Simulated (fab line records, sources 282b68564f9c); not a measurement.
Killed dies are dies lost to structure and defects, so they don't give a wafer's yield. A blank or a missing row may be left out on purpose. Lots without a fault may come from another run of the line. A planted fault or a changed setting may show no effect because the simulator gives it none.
fab line records | flow rit_cmos
record lots=13 wafers=39 last_day=7
route steps=202 shown GATE@96 SDANNEAL@153 CONTACT@169 M1@202
lots that met no fault: from a run of the same line without faults
start_h: hours from the record's first day to the start of the lot's first wafer shown | wait_h: hours since the lot's step before | " the same as in the row above | L1.1+2: a row that stands for several wafers | - no value, or no start given | * or withheld: withheld | < > ~ a bound
route shown NAME@n: a module of which the file shows steps, and the number in the route of the first | usual: mean/standard deviation of fault-free wafers | same: alike in all rows | chamber/n: place in a boat | sites: the reading at each site | _std_site: their standard deviation | _edge_site: outer sites' mean less inner sites' | radius_mm: how far each site lies from the wafer's centre | mask NAME#n: copy n | behind: the tool/chamber that last shaped the wafer | hold: why the lot was held/for how many hours/how that ended | device: the transistor (n, p or np) that didn't switch | end of line: the same wafers' tests at the end of the route | a step without rows: its recipe alone | killed: dies lost to structure and defects at the first sort, not the wafer's yield | map: a wafer's dies, x killed, . not, _ none there
set.NAME: the setting as run; set.NAME@STEP: as run at that earlier step | model.NAME: the simulator's own value behind a step, which no gauge read
steps of the route over a sample of lots; a table a step, a row a wafer
services: from which hour (start_h, from the record's first day; less than 0 if before it) a tool's chamber was out of use, for how many hours, and why
## steps
# step RIT_GATE_STRIP_20
# recipe chemistry=O2 time_s=180 resist=NOVOLAK platen_temp_c=withheld power_w=500 pressure_mtorr=4000 o2_flow_sccm=4000
# usual drypump_motor_current_A=5.69/0.27
# columns lot.wafer tool chamber start_h wait_h drypump_motor_current_A rf_hours_counter_h
L665.2 plasma_asher-02 1 37.84 0.1 5.88 26
L665.3 " 0 " " 5.33 -
L665.4 " 1 " " 5.91 -
L667.1 plasma_asher-03 0 47.03 0.1 5.49 38
L667.3 " 0 " " 5.44 -
L667.6 " 0 " " 5.44 -
L668.1 plasma_asher-04 0 55.53 0.1 5.99 44
L668.2 " 1 " " 5.69 44
L668.5 " 1 " " 5.68 -
L669.3 plasma_asher-02 0 58.53 0.1 5.29 -
L669.4 " 1 " " 5.90 -
L669.6 " 1 " " 5.88 -
L670.2 plasma_asher-03 0 63.44 0.1 5.47 40
L670.5 " 0 " " 5.44 -
L670.6 " 1 " " 5.96 -
L672.3 plasma_asher-04 1 73.22 0.1 5.68 -
L672.4 " 0 " " 5.99 -
L672.5 " 0 " " 5.99 -
L674.3 plasma_asher-02 0 82.25 0.1 5.28 -
L674.4 " 1 " " 5.89 -
L674.5 " 0 " " 5.31 -
L675.1 plasma_asher-03 1 87.34 0.1 5.95 42
L675.5 " 0 " " 5.44 -
L675.6 " 1 " " 5.96 -
L678.1 plasma_asher-03 0 101.59 0.1 5.46 43
L678.3 " 0 " " 5.48 -
L678.5 " 0 " " 5.45 -
L680.1 plasma_asher-02 0 112.89 0.1 5.27 34
L680.3 " 1 " " 5.92 -
L680.6 " 1 " " 5.90 -
L681.1 plasma_asher-02 1 117.36 0.1 5.89 35
L681.2 " 0 " " 5.28 35
L681.5 " 0 " " 5.31 -
L685.1 plasma_asher-02 1 137.60 0.1 5.87 38
L685.5 " 0 " " 5.30 -
L685.6 " 1 " " 5.89 -
L686.1 plasma_asher-03 0 141.51 0.1 5.46 49
L686.4 " 1 " " 5.94 -
L686.5 " 0 " " 5.43 -
# step RIT_SDANNEAL_CLEAN_00
# recipe chemistry=SC1 mix=3:3:50 time_s=600 temp_c=75
# usual bath_guard_temp_C=75.0/0.36 temp_c=75.02/0.14
# columns lot.wafer tool chamber start_h wait_h bath_guard_temp_C temp_c
L665.2 wet_bench-01 3 50.51 0.0 75.2 74.89
L665.3 " 3 " " 75.5 74.75
L665.4 " 3 " " 75.3 75.00
L667.1 wet_bench-04 2 59.11 0.1 74.5 74.99
L667.3 " 2 " " 74.7 75.00
L667.6 " 2 " " 74.3 75.10
L668.1 wet_bench-04 3 68.31 0.1 74.8 75.00
L668.2 " 3 " " 74.5 74.87
L668.5 " 3 " " 74.7 74.89
L669.3 wet_bench-04 3 71.38 0.0 74.9 75.23
L669.4 " 3 " " 75.1 75.20
L669.6 " 3 " " 74.9 75.08
L670.2 wet_bench-01 3 75.71 0.0 74.9 74.93
L670.5 " 3 " " 75.4 74.75
L670.6 " 3 " " 75.4 74.81
L672.3 wet_bench-04 2 85.08 0.0 74.5 74.87
L672.4 " 2 " " 75.2 75.01
L672.5 " 2 " " 74.6 74.95
L674.3 wet_bench-04 0 95.00 0.0 75.5 75.08
L674.4 " 0 " " 75.3 75.04
L674.5 " 0 " " 75.2 75.06
L675.1 wet_bench-03 1 100.28 0.1 74.4 75.30
L675.5 " 1 " " 74.0 75.11
L675.6 " 1 " " 74.3 75.26
L678.1 wet_bench-01 1 113.60 0.1 75.0 74.97
L678.3 " 1 " " 74.9 75.13
L678.5 " 1 " " 75.1 74.99
L680.1 wet_bench-04 1 124.68 0.1 80.8 80.50
L680.3 " 1 " " 80.6 80.67
L680.6 " 1 " " 80.9 80.68
L681.1 wet_bench-01 1 129.22 0.1 75.1 75.33
L681.2 " 1 " " 75.1 74.89
L681.5 " 1 " " 74.8 74.81
L685.1 wet_bench-04 3 149.40 0.1 75.0 75.08
L685.5 " 3 " " 74.6 75.01
L685.6 " 3 " " 74.6 75.05
L686.1 wet_bench-01 0 153.23 0.1 75.1 75.33
L686.4 " 0 " " 75.2 75.20
L686.5 " 0 " " 75.0 75.14
# step RIT_CONTACT_THK_MEAS_01
# recipe reads=SiO2_of_CONTACT_CVD_00
# usual CONTACT_TEOS_THK=400/4.8
# columns lot.wafer tool chamber start_h wait_h CONTACT_TEOS_THK[nm]
L665.2 film_metro-01 - 52.00 0.0 394
L665.3 " - " " 398
L665.4 " - " " 404
L667.1 film_metro-04 - 60.58 0.0 397
L667.3 " - " " 395
L667.6 " - " " 398
L668.1 film_metro-02 - 69.78 0.0 394
L668.2 " - " " 395
L668.5 " - " " 404
L669.3 film_metro-02 - 72.87 0.0 398
L669.4 " - " " 402
L669.6 " - " " 406
L670.2 film_metro-01 - 77.23 0.0 396
L670.5 " - " " 402
L670.6 " - " " 401
L672.3 film_metro-01 - 86.61 0.0 390
L672.4 " - " " 399
L672.5 " - " " 400
L674.3 film_metro-02 - 96.53 0.0 396
L674.4 " - " " 405
L674.5 " - " " 400
L675.1 film_metro-01 - 101.75 0.0 398
L675.5 " - " " 405
L675.6 " - " " 404
L678.1 film_metro-02 - 115.09 0.0 393
L678.3 " - " " 400
L678.5 " - " " 405
L680.1 film_metro-01 - 126.16 0.0 400
L680.3 " - " " 403
L680.6 " - " " 404
L681.1 film_metro-01 - 130.69 0.0 396
L681.2 " - " " 393
L681.5 " - " " 400
L685.1 film_metro-04 - 150.89 0.0 393
L685.5 " - " " 403
L685.6 " - " " 402
L686.1 film_metro-01 - 154.75 0.0 400
L686.4 " - " " 406
L686.5 " - " " 407
# step RIT_CONTACT_ETCH_11
# recipe target_depth_a=4800 over_etch_frac=0.2 stop_on=TiSi2 chemistry=CHF3/CF4/Ar target=SiO2 CHF3_flow_sccm=50 cf4_flow_sccm=10 Ar_flow_sccm=100 O2_flow_sccm=5 pressure_mtorr=100 rf_w=200 time_s=320
# usual cf4_flow_sccm=9.997/0.029 drypump_motor_current_A=5.7/0.5 oes_product_au=0.988/0.011 throttle_valve_pct=8.84/0.1
# columns lot.wafer tool chamber start_h wait_h cf4_flow_sccm drypump_motor_current_A oes_product_au rf_hours_counter_h throttle_valve_pct
L665.2 rie_diel-01 3 53.44 0.1 9.975 6.5 0.979 15 8.77
L665.3 " 1 " " 9.962 5.9 0.977 160 8.95
L665.4 " 0 " " 9.980 5.3 0.986 131 8.70
L667.1 rie_diel-01 3 62.04 0.1 10.021 6.5 0.981 15 8.76
L667.3 " 1 " " 9.989 5.9 0.981 160 8.94
L667.6 " 3 " " 10.029 6.5 0.993 - 8.77
L668.1 rie_diel-04 1 71.11 0.1 9.998 6.5 0.992 66 8.96
L668.2 " 0 " " 9.974 5.1 0.995 125 8.85
L668.5 " 3 " " 9.989 5.9 0.989 - 8.88
L669.3 rie_diel-01 1 74.39 0.1 10.034 5.9 0.991 160 8.96
L669.4 " 2 " " 9.977 5.3 0.996 80 8.85
L669.6 " 0 " " 9.948 5.2 0.991 - 8.72
L670.2 rie_diel-01 2 78.67 0.1 9.996 5.3 0.996 80 8.85
L670.5 " 3 " " 9.993 6.5 0.981 - 8.77
L670.6 " 2 " " 9.988 5.3 0.997 - 8.84
L672.3 rie_diel-04 0 88.07 0.1 10.022 5.1 0.994 126 8.85
L672.4 " 3 " " 10.004 5.9 0.994 43 8.90
L672.5 " 1 " " 10.017 6.5 0.994 - 8.95
L674.3 rie_diel-03 0 97.97 0.1 10.018 5.1 0.977 89 8.98
L674.4 " 1 " " 9.991 5.8 0.971 0 8.66
L674.5 " 3 " " 9.989 6.0 1.004 - 8.75
L675.1 rie_diel-01 3 103.21 0.1 10.024 6.5 0.979 16 8.76
L675.5 " 3 " " 9.984 6.6 0.992 - 8.76
L675.6 " 0 " " 9.999 5.3 0.981 - 8.72
L678.1 rie_diel-01 3 116.63 0.1 9.991 6.5 0.977 16 8.76
L678.3 " 0 " " 10.052 5.3 0.989 132 8.73
L678.5 " 0 " " 10.035 5.3 0.993 - 8.72
L680.1 rie_diel-03 0 127.75 0.1 9.987 5.1 0.975 90 8.98
L680.3 " 1 " " 10.025 5.8 0.987 0 8.66
L680.6 " 2 " " 9.985 5.9 0.965 - 8.92
L681.1 rie_diel-03 0 132.16 0.1 10.020 5.1 0.985 90 8.97
L681.2 " 3 " " 9.964 6.0 1.008 79 8.76
L681.5 " 3 " " 9.970 6.0 1.013 - 8.75
L685.1 rie_diel-03 3 152.41 0.1 9.983 6.0 1.005 80 8.76
L685.5 " 2 " " 9.978 5.9 0.966 - 8.92
L685.6 " 1 " " 9.976 5.8 0.983 - 8.65
L686.1 rie_diel-01 2 156.37 0.1 10.062 5.4 0.998 82 8.85
L686.4 " 0 " " 10.022 5.3 0.979 133 8.69
L686.5 " 0 " " 9.996 5.3 0.992 - 8.72
# step RIT_M1_PROBE_99
# usual defect_limited_yield=97.3/1.3 killed_at_contacts=0.1/0.25 killed_at_front_end=7/3.3 killed_dies=7/3.3 killed_open=3.6/2 killed_short=3.6/2.1 sort_bin_3_pad_short=0.1/0.25 sort_bin_5_function=1.6/0.91 sort_bin_6_memory=1.0/0.65 sort_n_pass=257/3.3 sort_yield_pct=97.3/1.3
# same gross_dies=264 killed_at_M0_to_M3=0 killed_at_M4_up=0 killed_at_back_side=0 killed_at_other=0
# columns lot.wafer tool chamber start_h wait_h defect_limited_yield[%] killed_at_contacts killed_at_front_end killed_dies killed_open killed_short sort_bin_3_pad_short[%] sort_bin_5_function[%] sort_bin_6_memory[%] sort_n_pass sort_yield_pct[%]
L665.2 prober-01 - 58.35 0.1 98.5 0 4 4 2 2 0 1.5 0 260 98.5
L665.3 prober-01 - 58.40 0.2 97.7 0 6 6 3 3 0.4 0.8 1.1 258 97.7
L665.4 prober-01 - 58.45 0.2 98.5 0 4 4 1 3 0.4 0.4 0.8 260 98.5
L670.2 prober-02 - 83.78 0.1 97.7 1 5 6 4 2 0 1.1 1.1 258 97.7
L670.5 prober-02 - 83.93 0.2 97.7 0 6 6 3 3 0.4 1.1 0.8 258 97.7
L670.6 prober-02 - 83.98 0.2 98.9 0 3 3 1 2 0 0.8 0.4 261 98.9
L685.1 prober-01 - 157.94 0.1 97.0 0 8 8 4 4 0 1.9 1.1 256 97.0
L685.5 prober-01 - 158.14 0.2 96.6 1 8 9 2 7 0 2.3 1.1 255 96.6
L685.6 prober-01 - 158.19 0.2 97.0 0 8 8 4 4 0 1.5 1.5 256 97.0
L686.1 prober-02 - 161.86 0.1 97.0 0 8 8 6 2 0 2.3 0.8 256 97.0
L686.4 prober-02 - 162.01 0.2 98.1 0 5 5 2 3 0 1.1 0.8 259 98.1
L686.5 prober-02 - 162.06 0.2 99.2 0 2 2 2 0 0 0 0.8 262 99.2
# killed by level:class
L665.2 GATE:geometric_particle:short=2 GATE:geometric_particle:open=1 SPACER:geometric_particle:open=1
L665.3 GATE:geometric_particle:open=2 FOX2:geometric_particle:short=1 FOX2:geometric_particle:open=1 GATE:geometric_particle:short=1 SILICIDE:geometric_particle:short=1
L665.4 FOX1:geometric_particle:short=1 GATE:geometric_particle:short=1 SILICIDE:geometric_particle:open=1 SILICIDE:geometric_particle:short=1
L670.2 FOX2:geometric_particle:open=2 FOX1:geometric_particle:short=1 GATE:geometric_particle:short=1 GATE:geometric_particle:open=1 CONTACT:geometric_particle:open=1
L670.5 FOX2:geometric_particle:open=1 FOX2:geometric_particle:short=1 GATE:geometric_particle:open=1 REOX:geometric_particle:short=1 REOX:geometric_particle:open=1 SPACER:geometric_particle:short=1
L670.6 FOX1:geometric_particle:open=1 GATE:geometric_particle:short=1 SILICIDE:geometric_particle:short=1
L685.1 GATE:geometric_particle:open=3 GATE:geometric_particle:short=2 REOX:geometric_particle:short=2 FOX1:geometric_particle:open=1
L685.5 GATE:geometric_particle:short=4 FOX1:geometric_particle:short=1 GATE:geometric_particle:open=1 REOX:geometric_particle:short=1 SILICIDE:geometric_particle:short=1 CONTACT:geometric_particle:open=1
L685.6 FOX1:geometric_particle:short=2 GATE:geometric_particle:open=2 GATE:geometric_particle:short=2 ACTIVE:geometric_particle:open=1 FOX1:geometric_particle:open=1
L686.1 GATE:geometric_particle:open=2 REOX:geometric_particle:open=2 SPACER:geometric_particle:open=2 GATE:geometric_particle:short=1 SPACER:geometric_particle:short=1
L686.4 REOX:geometric_particle:short=2 FOX1:geometric_particle:open=1 SILICIDE:geometric_particle:open=1 SILICIDE:geometric_particle:short=1
L686.5 GATE:geometric_particle:open=1 REOX:geometric_particle:open=1
## services
# columns tool chamber start_h hours kind
rie_diel-03 - 55.20 1.5 repair
rie_diel-03 1 75.11 - clean
rie_diel-03 1 75.11 20.8 scheduled_down
rie_diel-03 1 75.11 20.8 vent_cycle
rie_diel-03 2 90.93 5.7 repair
rie_diel-01 1 98.07 - clean
rie_diel-01 1 98.07 - consumable_replace:esc
rie_diel-01 1 98.07 27.3 scheduled_down
rie_diel-01 1 98.07 27.3 vent_cycle
plasma_asher-04 - 108.75 9.0 pm
plasma_asher-04 0 108.75 9.0 vent_cycle
plasma_asher-04 1 108.75 9.0 vent_cycle
plasma_asher-04 0 117.75 - clean
plasma_asher-04 1 117.75 - clean
## key
first_sign step=RIT_SDANNEAL_CLEAN_00 reading=temp_c direction=up sigmas=39 usual=* struck=*
effect step=RIT_SDANNEAL_CLEAN_00 reading=bath_guard_temp_C direction=up sigmas=16 usual=* struck=*
met_at RIT_SDANNEAL_CLEAN_00
struck_lots L680
struck_wafers L680.1,L680.3,L680.6
rows_end L680.1,L680.3,L680.6
not_acting_at RIT_GATE_STRIP_20,RIT_CONTACT_THK_MEAS_01,RIT_CONTACT_ETCH_11
fault kind=process_parameter_drift tool=wet_bench-04 chamber=1 onset_h=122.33 steps=RIT_SDANNEAL_CLEAN_00 channel=temp_c offset=* shape=step end_h=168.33 acts_in=* stated=*
# rows_end: these wafers met a further fault down the route, and their rows from its step on are left out
